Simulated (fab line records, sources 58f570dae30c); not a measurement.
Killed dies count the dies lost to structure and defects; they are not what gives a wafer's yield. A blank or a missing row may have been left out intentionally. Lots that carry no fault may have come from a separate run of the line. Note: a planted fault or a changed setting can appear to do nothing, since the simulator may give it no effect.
What tool caused it? :: flow berkeley-cmos170 :: Sampling: 14 lots, 42 wafers, 4 of 331 route steps

WHAT THE GAUGES SHOWED, per wafer
UCB170_V2_CD_MEAS_90: target cd 700 nm.
lot: L223
measured: day 7 23:07
on: cd-sem-02
cd-nm (nm): 697.8 697.6 698.7

lot: L227
measured: day 9 01:24
on: cd-sem-02
cd-nm (nm): 699.8 702.6 700.0

lot: L229
measured: day 9 03:36
on: cd-sem-02
cd-nm (nm): 703.1 700.4 700.5

lot: L232
measured: day 10 04:15
on: cd-sem-02
cd-nm (nm): 699.6 699.8 700.1

lot: L233
measured: day 10 11:41
on: cd-sem-02
cd-nm (nm): 699.1 700.8 699.0

lot: L235
measured: day 10 12:15
on: cd-sem-02
cd-nm (nm): 699.5 698.1 699.7

lot: L238
measured: day 11 07:09
on: cd-sem-01
cd-nm (nm): 698.9 699.8 699.4

lot: L239
measured: day 11 07:29
on: cd-sem-01
cd-nm (nm): 697.7 700.8 701.1

lot: L240
measured: day 11 08:36
on: cd-sem-01
cd-nm (nm): 701.8 699.9 700.4

lot: L241
measured: day 11 22:31
on: cd-sem-02
cd-nm (nm): 700.4 699.8 701.4

lot: L242
measured: day 12 04:40
on: cd-sem-01
cd-nm (nm): 700.7 698.5 701.4

lot: L243
measured: day 12 05:11
on: cd-sem-01
cd-nm (nm): 697.5 697.8 699.2

lot: L244
measured: day 12 17:06
on: cd-sem-01
cd-nm (nm): 698.0 700.7 700.3

lot: L245
measured: day 12 09:00
on: cd-sem-02
cd-nm (nm): 697.7 696.8 696.8

UCB170_M3_CD_MEAS_90: target cd 700 nm.
lot: L223
measured: day 8 02:00
on: cd-sem-01
cd-nm (nm): 699 699 702

lot: L227
measured: day 9 05:06
on: cd-sem-01
cd-nm (nm): 700 704 703

lot: L229
measured: day 9 06:40
on: cd-sem-02
cd-nm (nm): 701 701 700

lot: L232
measured: day 10 07:28
on: cd-sem-02
cd-nm (nm): 700 697 700

lot: L233
measured: day 10 15:22
on: cd-sem-01
cd-nm (nm): 701 698 702

lot: L235
measured: day 10 15:59
on: cd-sem-01
cd-nm (nm): 700 702 703

lot: L238
measured: day 11 10:49
on: cd-sem-01
cd-nm (nm): 697 691 695

lot: L239
measured: day 11 10:53
on: cd-sem-02
cd-nm (nm): 701 698 700

lot: L240
measured: day 11 11:31
on: cd-sem-02
cd-nm (nm): 700 700 701

lot: L241
measured: day 12 02:58
on: cd-sem-02
cd-nm (nm): 699 700 702

lot: L242
measured: day 12 07:38
on: cd-sem-01
cd-nm (nm): 698 701 697

lot: L243
measured: day 12 08:02
on: cd-sem-01
cd-nm (nm): 695 696 694

lot: L244
measured: day 12 22:55
on: cd-sem-01
cd-nm (nm): 703 703 706

lot: L245
measured: day 12 12:51
on: cd-sem-02
cd-nm (nm): 700 699 701

EACH LOT AND THE TOOL THAT RAN IT (in order: tool; ch and the chambers of the sampled wafers; start)
lot: L223
UCB170_NWELL_HMDS_06: litho-track-02 ch 0, day 2 04:43
UCB170_M3_SPUTTER_01: pvd-sputter-01, day 7 23:16

lot: L227
UCB170_NWELL_HMDS_06: litho-track-04 ch 0, day 3 00:24
UCB170_M3_SPUTTER_01: pvd-sputter-01, day 9 01:35

lot: L229
UCB170_NWELL_HMDS_06: litho-track-02 ch 0, day 3 06:32
UCB170_M3_SPUTTER_01: pvd-sputter-01, day 9 03:46

lot: L232
UCB170_NWELL_HMDS_06: litho-track-02 ch 0, day 4 07:31
UCB170_M3_SPUTTER_01: pvd-sputter-01, day 10 04:26

lot: L233
UCB170_NWELL_HMDS_06: litho-track-02 ch 0, day 4 13:58
UCB170_M3_SPUTTER_01: pvd-sputter-01, day 10 11:52

lot: L235
UCB170_NWELL_HMDS_06: litho-track-04 ch 0, day 4 18:37
UCB170_M3_SPUTTER_01: pvd-sputter-01, day 10 12:25

lot: L238
UCB170_NWELL_HMDS_06: litho-track-01 ch 0, day 5 12:46
UCB170_M3_SPUTTER_01: pvd-sputter-04, day 11 07:20

lot: L239
UCB170_NWELL_HMDS_06: litho-track-04 ch 0, day 5 12:58
UCB170_M3_SPUTTER_01: pvd-sputter-03, day 11 07:37

lot: L240
UCB170_NWELL_HMDS_06: litho-track-01 ch 0, day 5 19:48
UCB170_M3_SPUTTER_01: pvd-sputter-01, day 11 08:47

lot: L241
UCB170_NWELL_HMDS_06: litho-track-04 ch 0, day 5 23:37
UCB170_M3_SPUTTER_01: pvd-sputter-01, day 11 22:42

lot: L242
UCB170_NWELL_HMDS_06: litho-track-01 ch 0, day 6 04:23
UCB170_M3_SPUTTER_01: pvd-sputter-03, day 12 04:52

lot: L243
UCB170_NWELL_HMDS_06: litho-track-01 ch 0, day 6 10:29
UCB170_M3_SPUTTER_01: pvd-sputter-01, day 12 05:20

lot: L244
UCB170_NWELL_HMDS_06: litho-track-02 ch 0, day 6 17:35
UCB170_M3_SPUTTER_01: pvd-sputter-01, day 12 17:16

lot: L245
UCB170_NWELL_HMDS_06: litho-track-01 ch 0, day 6 21:06
UCB170_M3_SPUTTER_01: pvd-sputter-04, day 12 09:11
- UCB170_NWELL_HMDS_06: prime time 60 s.
- UCB170_M3_SPUTTER_01: material Al, target thk 900 nm, time 120 s.

AS READ BY THE TOOLS THEMSELVES (means over the sampled wafers that have a number; for cases with no such wafer, the mark the record gives instead)
UCB170_NWELL_HMDS_06.
lot: L223
tool: litho-track-02
chill-plate-temp-C (C): 22.92
prime-temp-c (C): 100.00

lot: L227
tool: litho-track-04
chill-plate-temp-C (C): 23.03
prime-temp-c (C): 100.10

lot: L229
tool: litho-track-02
chill-plate-temp-C (C): 22.89
prime-temp-c (C): 99.96

lot: L232
tool: litho-track-02
chill-plate-temp-C (C): 22.94
prime-temp-c (C): 103.54

lot: L233
tool: litho-track-02
chill-plate-temp-C (C): 22.98
prime-temp-c (C): 103.55

lot: L235
tool: litho-track-04
chill-plate-temp-C (C): 22.92
prime-temp-c (C): 99.81

lot: L238
tool: litho-track-01
chill-plate-temp-C (C): 23.16
prime-temp-c (C): 100.14

lot: L239
tool: litho-track-04
chill-plate-temp-C (C): 22.92
prime-temp-c (C): 99.97

lot: L240
tool: litho-track-01
chill-plate-temp-C (C): 22.95
prime-temp-c (C): 100.13

lot: L241
tool: litho-track-04
chill-plate-temp-C (C): 23.05
prime-temp-c (C): 100.00

lot: L242
tool: litho-track-01
chill-plate-temp-C (C): 22.97
prime-temp-c (C): 100.05

lot: L243
tool: litho-track-01
chill-plate-temp-C (C): 22.92
prime-temp-c (C): 100.12

lot: L244
tool: litho-track-02
chill-plate-temp-C (C): 22.93
prime-temp-c (C): 100.03

lot: L245
tool: litho-track-01
chill-plate-temp-C (C): 22.92
prime-temp-c (C): 100.05

UCB170_M3_SPUTTER_01.
lot: L223
tool: pvd-sputter-01
throttle-valve-pct (%): 30.9

lot: L227
tool: pvd-sputter-01
throttle-valve-pct (%): 30.9

lot: L229
tool: pvd-sputter-01
throttle-valve-pct (%): 30.2

lot: L232
tool: pvd-sputter-01
throttle-valve-pct (%): 30.7

lot: L233
tool: pvd-sputter-01
throttle-valve-pct (%): 30.3

lot: L235
tool: pvd-sputter-01
throttle-valve-pct (%): 30.3

lot: L238
tool: pvd-sputter-04
throttle-valve-pct (%): 28.6

lot: L239
tool: pvd-sputter-03
throttle-valve-pct (%): 30.3

lot: L240
tool: pvd-sputter-01
throttle-valve-pct (%): 29.5

lot: L241
tool: pvd-sputter-01
throttle-valve-pct (%): 30.1

lot: L242
tool: pvd-sputter-03
throttle-valve-pct (%): 30.5

lot: L243
tool: pvd-sputter-01
throttle-valve-pct (%): 30.4

lot: L244
tool: pvd-sputter-01
throttle-valve-pct (%): 30.2

lot: L245
tool: pvd-sputter-04
throttle-valve-pct (%): 28.6

THE ANSWER, worked out from the rows above alone
Rule: the usual values come from the lots themselves. The widest of any qualifying gaps counts: lots, ordered by their means at a reading, are off when they make up no more than a third of the lots, leave a main group of 4 or more, and stand apart from it by 3 or more times the standard deviation of that group's means. A main group whose means are all the same, to the digits that the tables above print for the reading, isn't used. Also off: a lot with no number at a reading for which 4 or more lots have one. Any other lot the step has rows for is counted as sound. Order of review: gauges by route order, followed by the tools' own readings, for which a lot's mean as printed above is used. The first step at which some lot is off is used, and at that step the reading that is off furthest; a lot without a number counts as furthest.
Off: L232, L233, at UCB170_NWELL_HMDS_06 (prime-temp-c). For the main group the mean is 100.03 C and the standard deviation 0.089.
A tool fits if, at that step or a process step before it, it ran every lot that is off, and no sound lot after the first of them. Of those tried, none fits.

WHAT THE SIMULATOR PUT IN
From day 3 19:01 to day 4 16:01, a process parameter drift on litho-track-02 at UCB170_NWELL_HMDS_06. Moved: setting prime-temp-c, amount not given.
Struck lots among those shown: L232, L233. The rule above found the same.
